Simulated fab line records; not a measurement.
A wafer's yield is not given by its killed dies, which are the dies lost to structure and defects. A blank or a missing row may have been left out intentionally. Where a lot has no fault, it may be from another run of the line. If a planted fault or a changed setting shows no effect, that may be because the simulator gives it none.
The tool behind it: which one? || flow rit cmos || 11 lots with 33 wafers sampled at 2 steps, on a route of 202 steps

== WHAT EACH GAUGE READ, for each wafer ==
RIT_CONTACT_CD_MEAS_08: target cd 1000 nm. Usual: cd nm 999.7 nm, standard deviation 2.3.
{"lot": "L705", "measured": "day 3 04:31", "on": "cd sem-02", "cd nm (nm)": "1000.6 1000.3 1000.6", "flag": ""}
{"lot": "L706", "measured": "day 3 11:06", "on": "cd sem-01", "cd nm (nm)": "1002.4 1000.0 1002.8", "flag": ""}
{"lot": "L707", "measured": "day 3 15:56", "on": "cd sem-02", "cd nm (nm)": "995.8 994.5 997.0", "flag": ""}
{"lot": "L708", "measured": "day 3 20:46", "on": "cd sem-02", "cd nm (nm)": "1000.2 1001.5 1000.1", "flag": ""}
{"lot": "L709", "measured": "day 4 00:49", "on": "cd sem-02", "cd nm (nm)": "994.9 994.0 993.7", "flag": ""}
{"lot": "L710", "measured": "day 4 05:55", "on": "cd sem-02", "cd nm (nm)": "1003.0 1002.5 1002.2", "flag": ""}
{"lot": "L711", "measured": "day 4 09:25", "on": "cd sem-01", "cd nm (nm)": "998.0 997.3 999.8", "flag": ""}
{"lot": "L719", "measured": "day 6 04:17", "on": "cd sem-02", "cd nm (nm)": "1011.8 1020.4 1027.7", "flag": "OFF"}
{"lot": "L722", "measured": "day 6 17:42", "on": "cd sem-02", "cd nm (nm)": "996.6 998.0 998.9", "flag": ""}
{"lot": "L724", "measured": "day 7 07:25", "on": "cd sem-01", "cd nm (nm)": "1001.8 1002.3 1000.9", "flag": ""}
{"lot": "L726", "measured": "day 7 15:40", "on": "cd sem-02", "cd nm (nm)": "998.3 996.1 1000.2", "flag": ""}

== WHAT TOOL EACH LOT RAN ON (gives the tool, then ch and the chambers of the sampled wafers, and finally the start) ==
{"lot": "L705", "RIT_CONTACT_EXPOSE_05": "iline stepper-01 ch 0, day 3 03:56"}
{"lot": "L706", "RIT_CONTACT_EXPOSE_05": "iline stepper-02 ch 0, day 3 10:35"}
{"lot": "L707", "RIT_CONTACT_EXPOSE_05": "iline stepper-01 ch 0, day 3 15:26"}
{"lot": "L708", "RIT_CONTACT_EXPOSE_05": "iline stepper-02 ch 0, day 3 20:15"}
{"lot": "L709", "RIT_CONTACT_EXPOSE_05": "iline stepper-02 ch 0, day 4 00:18"}
{"lot": "L710", "RIT_CONTACT_EXPOSE_05": "iline stepper-01 ch 0, day 4 05:24"}
{"lot": "L711", "RIT_CONTACT_EXPOSE_05": "iline stepper-02 ch 0, day 4 08:55"}
{"lot": "L719", "RIT_CONTACT_EXPOSE_05": "iline stepper-01 ch 0, day 6 03:47"}
{"lot": "L722", "RIT_CONTACT_EXPOSE_05": "iline stepper-02 ch 0, day 6 17:11"}
{"lot": "L724", "RIT_CONTACT_EXPOSE_05": "iline stepper-02 ch 0, day 7 06:53"}
{"lot": "L726", "RIT_CONTACT_EXPOSE_05": "iline stepper-02 ch 0, day 7 15:08"}
- RIT_CONTACT_EXPOSE_05: exposes mask M11, target cd 1000 nm.

== AS READ BY THE TOOLS THEMSELVES (means over the sampled wafers that have a number; for cases with no such wafer, the mark the record gives instead) ==
RIT_CONTACT_EXPOSE_05. Usual: exposure dose mJ cm2 249.96, standard deviation 0.23; stage vel mm s 500.01 mm/s, standard deviation 0.23.
{"lot": "L705", "tool": "iline stepper-01", "exposure dose mJ cm2": 250.04, "stage vel mm s (mm/s)": 500.09, "flag": ""}
{"lot": "L706", "tool": "iline stepper-02", "exposure dose mJ cm2": 249.87, "stage vel mm s (mm/s)": 500.09, "flag": ""}
{"lot": "L707", "tool": "iline stepper-01", "exposure dose mJ cm2": 249.88, "stage vel mm s (mm/s)": 500.20, "flag": ""}
{"lot": "L708", "tool": "iline stepper-02", "exposure dose mJ cm2": 249.84, "stage vel mm s (mm/s)": 499.55, "flag": ""}
{"lot": "L709", "tool": "iline stepper-02", "exposure dose mJ cm2": 249.91, "stage vel mm s (mm/s)": 499.96, "flag": ""}
{"lot": "L710", "tool": "iline stepper-01", "exposure dose mJ cm2": 249.97, "stage vel mm s (mm/s)": 500.18, "flag": ""}
{"lot": "L711", "tool": "iline stepper-02", "exposure dose mJ cm2": 249.84, "stage vel mm s (mm/s)": 499.98, "flag": ""}
{"lot": "L719", "tool": "iline stepper-01", "exposure dose mJ cm2": 247.41, "stage vel mm s (mm/s)": 500.24, "flag": "OFF"}
{"lot": "L722", "tool": "iline stepper-02", "exposure dose mJ cm2": 249.72, "stage vel mm s (mm/s)": 500.04, "flag": ""}
{"lot": "L724", "tool": "iline stepper-02", "exposure dose mJ cm2": 249.97, "stage vel mm s (mm/s)": 499.65, "flag": ""}
{"lot": "L726", "tool": "iline stepper-02", "exposure dose mJ cm2": 250.04, "stage vel mm s (mm/s)": 500.11, "flag": ""}

== THE ANSWER, worked out from the rows above alone ==
Rule: lot off if the mean of its wafers having a number is beyond 3 standard deviations from the usual mean. Also off: a lot with no number at a reading for which 4 or more lots have one. Where the step has rows for the other lots, those lots are counted as sound. After the gauges, taken in route order, come the tools' own readings; for these a lot's mean is taken, as printed above. At the first step where some lot is off, the reading lying furthest off is the one used; lots without a number count as furthest.
Off at RIT_CONTACT_CD_MEAS_08 (cd nm): L719.
A tool fits if, at a process step before that reading, it ran every lot that is off, and no sound lot after the first of them. The gauges at RIT_CONTACT_CD_MEAS_08 aren't tried: what is off there is off at RIT_CONTACT_EXPOSE_05 too, on other tools, and a gauge's error can't cause that. One fits: iline stepper-01 at RIT_CONTACT_EXPOSE_05. Its last sound lot is L710 (day 4 05:24), its first lot that is off L719 (day 6 03:47): a fault that began between those two fits.
On the lots that are off, the tool's own readings at RIT_CONTACT_EXPOSE_05 differ by more than 5 times the standard deviation of the sound lots' means, which bears it out; exposure dose mJ cm2 reads 247.41 there versus 249.91 on the sound lots.

== WHAT THE SIMULATOR HAD INSERTED ==
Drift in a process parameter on iline stepper-01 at RIT_CONTACT_EXPOSE_05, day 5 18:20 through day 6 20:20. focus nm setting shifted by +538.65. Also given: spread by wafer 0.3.
Lots struck among those shown: L719. This agrees with what the rule above found.
